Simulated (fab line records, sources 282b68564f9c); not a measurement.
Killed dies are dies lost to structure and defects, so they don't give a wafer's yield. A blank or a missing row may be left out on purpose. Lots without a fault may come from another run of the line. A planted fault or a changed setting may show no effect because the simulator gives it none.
A struck lot beside a sound one | flow rit_cmos | 43 steps out of a route of 202
Sound: wafers L823.3, L823.4, L823.5. Struck: wafer L831.5. (L831.3, L831.4 of the same lot were not struck and are left out.) The cause comes at the end.
At each step with rows: each side's tool, then ch and its chambers, then its first start. Under that, the readings that differ: sound wafers | struck wafers | difference of the means | sigmas: that difference in standard deviations of wafers without a fault.
alike: readings whose means differ by less than 2 such deviations, and words and numbers that are the same on both sides. not compared: withheld readings, readings that some wafer has no value for, bounds like >300 that may hide the same value, and numbers for which the record gives no deviation and whose values overlap.
The two part at a step that has a row with sigmas, a row that says differs or no value, or rows on one side only. Numbers that don't overlap but have no deviation are shown without sigmas and don't part them. A reading that every wafer of one side lacks parts them only if that side has two wafers or more.

RIT_SDANNEAL_RTA_03: time 5 s.
  sound on rtp_anneal-02 ch 0, day 3 15:57; struck on rtp_anneal-02 ch 0, day 5 12:35
  reading        | sound             | struck | difference | sigmas
  chamber_o2_ppm | 1.926 1.965 1.995 | 2.009  | +0.047     | +2
  alike: wafer_temp_C_max
RIT_SDANNEAL_RS_MEAS_04: measures by four-point-probe.
  sound on film_metro-01, day 3 16:01; struck on film_metro-03, day 5 12:40
  alike: PSD_RS
RIT_SDANNEAL_RS_MEAS_05: measures by four-point-probe.
  sound on film_metro-01, day 3 16:08; struck on film_metro-03, day 5 12:47
  alike: NSD_RS
RIT_SDANNEAL_RS_MEAS_06: measures by four-point-probe.
  sound on film_metro-01, day 3 16:16; struck on film_metro-03, day 5 12:55
  reading          | sound             | struck | difference | sigmas
  PLDD_RS (ohm/sq) | 178.5 179.1 178.7 | 177.9  | -0.9       | -2
RIT_SDANNEAL_RS_MEAS_07: measures by four-point-probe.
  sound on film_metro-01, day 3 16:23; struck on film_metro-03, day 5 13:02
  alike: NLDD_RS
then, 1 step without rows for these wafers: RIT_SILICIDE_WET_ETCH_00 (etches SiO2 in BOE, target depth 14 nm, time 15 s).
RIT_SILICIDE_SPUTTER_01: material Ti, target thk 30 nm, time 240 s.
  sound on pvd_sputter-04, day 3 16:29; struck on pvd_sputter-03, day 5 13:07
  alike: throttle_valve_pct
RIT_SILICIDE_RS_MEAS_02: measures by four-point-probe.
  sound on film_metro-02, day 3 16:40; struck on film_metro-04, day 5 13:19
  alike: SILICIDE_TI_RS
RIT_SILICIDE_THK_MEAS_03: measures by xrf.
  sound on film_metro-02, day 3 16:46; struck on film_metro-04, day 5 13:25
  alike: SILICIDE_TI_THK
RIT_SILICIDE_RTA_04: time 10 s, ramp up 5 s, ramp down 5 s.
  sound on rtp_anneal-01 ch 0, day 3 16:50; struck on rtp_anneal-01 ch 0, day 5 13:29
  reading          | sound             | struck | difference | sigmas
  wafer_temp_C_max | 653.6 653.2 653.3 | 656.1  | +2.7       | +3
  alike: chamber_o2_ppm
then, 2 steps without rows for these wafers: RIT_SILICIDE_WET_ETCH_05 (etches Ti in SPM, time 120 s); RIT_SILICIDE_RTA_06 (time 10 s, ramp up 5 s, ramp down 10 s).
RIT_CONTACT_CVD_00: deposits SiO2 from TEOS, target thk 400 nm, time 61 s.
  sound on pecvd-02 ch 1,2, day 3 16:59; struck on pecvd-04 ch 2, day 5 13:38
  reading            | sound       | struck | difference | sigmas
  heater_power_w (W) | 336 280 349 | 209    | -113       | -2
RIT_CONTACT_THK_MEAS_01:
  sound on film_metro-04, day 3 17:03; struck on film_metro-01, day 5 13:42
  alike: CONTACT_TEOS_THK
then, 6 steps without rows for these wafers: RIT_CONTACT_HMDS_02 (prime time 60 s); RIT_CONTACT_COAT_03 (resist thk 1000 nm); RIT_CONTACT_SOFTBAKE_04 (time 60 s); RIT_CONTACT_EXPOSE_05 (exposes mask M11, target cd 1000 nm); RIT_CONTACT_PEB_06; RIT_CONTACT_DEVELOP_07 (develop time 120 s).
RIT_CONTACT_CD_MEAS_08: target cd 1000 nm.
  sound on cd_sem-02, day 3 18:17; struck on cd_sem-01, day 5 14:52
  alike: cd_nm
RIT_CONTACT_OVL_MEAS_09:
  sound on overlay-02, day 3 18:23; struck on overlay-02, day 5 14:58
  alike: CONTACT_OVL
then, 1 step without rows for these wafers: RIT_CONTACT_HARDBAKE_10 (time 60 s).
RIT_CONTACT_ETCH_11: etches SiO2 in CHF3/CF4/Ar, stops on TiSi2, target depth 480 nm, time 320 s.
  sound on rie_diel-01 ch 0,1,2, day 3 18:35; struck on rie_diel-02 ch 2, day 5 15:08
  alike: O2_flow_sccm, drypump_motor_current_A, oes_product_au, throttle_valve_pct
  not compared: rf_hours_counter_h
then, 1 step without rows for these wafers: RIT_CONTACT_STRIP_12 (strips in O2, time 180 s).
RIT_CONTACT_CD_MEAS_90: target cd 1000 nm.
  sound on cd_sem-02, day 3 18:59; struck on cd_sem-01, day 5 15:33
  alike: cd_nm
then, 3 steps without rows for these wafers: RIT_CONTACT_CLEAN_13 (cleans in SC1, time 600 s); RIT_CONTACT_CLEAN_14 (cleans in SC2, time 600 s); RIT_M1_SPUTTER_00 (material Al, target thk 400 nm, time 500 s).
RIT_M1_RS_MEAS_01: measures by four-point-probe.
  sound on film_metro-02, day 3 19:46; struck on film_metro-01, day 5 16:19
  reading           | sound                | struck | difference | sigmas
  M1_AL_RS (ohm/sq) | 0.0726 0.0731 0.0731 | 0.0744 | +0.0015    | +2
RIT_M1_THK_MEAS_02: measures by xrf.
  sound on film_metro-02, day 3 19:52; struck on film_metro-01, day 5 16:25
  reading        | sound       | struck | difference | sigmas
  M1_AL_THK (nm) | 403 399 399 | 392    | -8         | -2
then, 6 steps without rows for these wafers: RIT_M1_HMDS_03 (prime time 60 s); RIT_M1_COAT_04 (resist thk 1300 nm); RIT_M1_SOFTBAKE_05 (time 60 s); RIT_M1_EXPOSE_06 (exposes mask M12, target cd 2600 nm); RIT_M1_PEB_07; RIT_M1_DEVELOP_08 (develop time 68 s).
RIT_M1_CD_MEAS_09: target cd 2600 nm.
  sound on cd_sem-02, day 3 20:58; struck on cd_sem-02, day 5 17:30
  alike: cd_nm
RIT_M1_OVL_MEAS_10:
  sound on overlay-01, day 3 21:03; struck on overlay-01, day 5 17:35
  reading     | sound       | struck | difference | sigmas
  M1_OVL (nm) | 4.2 3.1 3.0 | -0.6   | -4.0       | -3
then, 1 step without rows for these wafers: RIT_M1_HARDBAKE_11 (time 120 s).
RIT_M1_METAL_ETCH_12: etches Al in Cl2/BCl3, stops on SiO2, time 165 s, target depth 600 nm.
  sound on rie_metal-01 ch 0,1, day 3 21:23; struck on rie_metal-02 ch 0, day 5 17:55
  alike: drypump_motor_current_A, oes_product_au, throttle_valve_pct
  not compared: rf_hours_counter_h
then, 1 step without rows for these wafers: RIT_M1_STRIP_13 (strips in nmp, time 600 s).
RIT_M1_PROBE_99:
  sound on prober-02, day 3 23:41; struck on prober-02, day 5 21:11
  reading            | sound | struck | difference | sigmas
  killed_at_M0_to_M3 | 0 0 0 | 1      | +1         | +8
  killed_at_contacts | 0 0 0 | 40     | +40        | +99 or more
  killed_dies        | 2 4 9 | 48     | +43        | +16
  killed_open        | 0 2 3 | 7      | +5         | +3
  alike: killed_at_front_end, killed_short

WHERE THEY PART
First at RIT_SDANNEAL_RTA_03; last, within this record, at RIT_M1_PROBE_99.

WHY: what the simulator had put in
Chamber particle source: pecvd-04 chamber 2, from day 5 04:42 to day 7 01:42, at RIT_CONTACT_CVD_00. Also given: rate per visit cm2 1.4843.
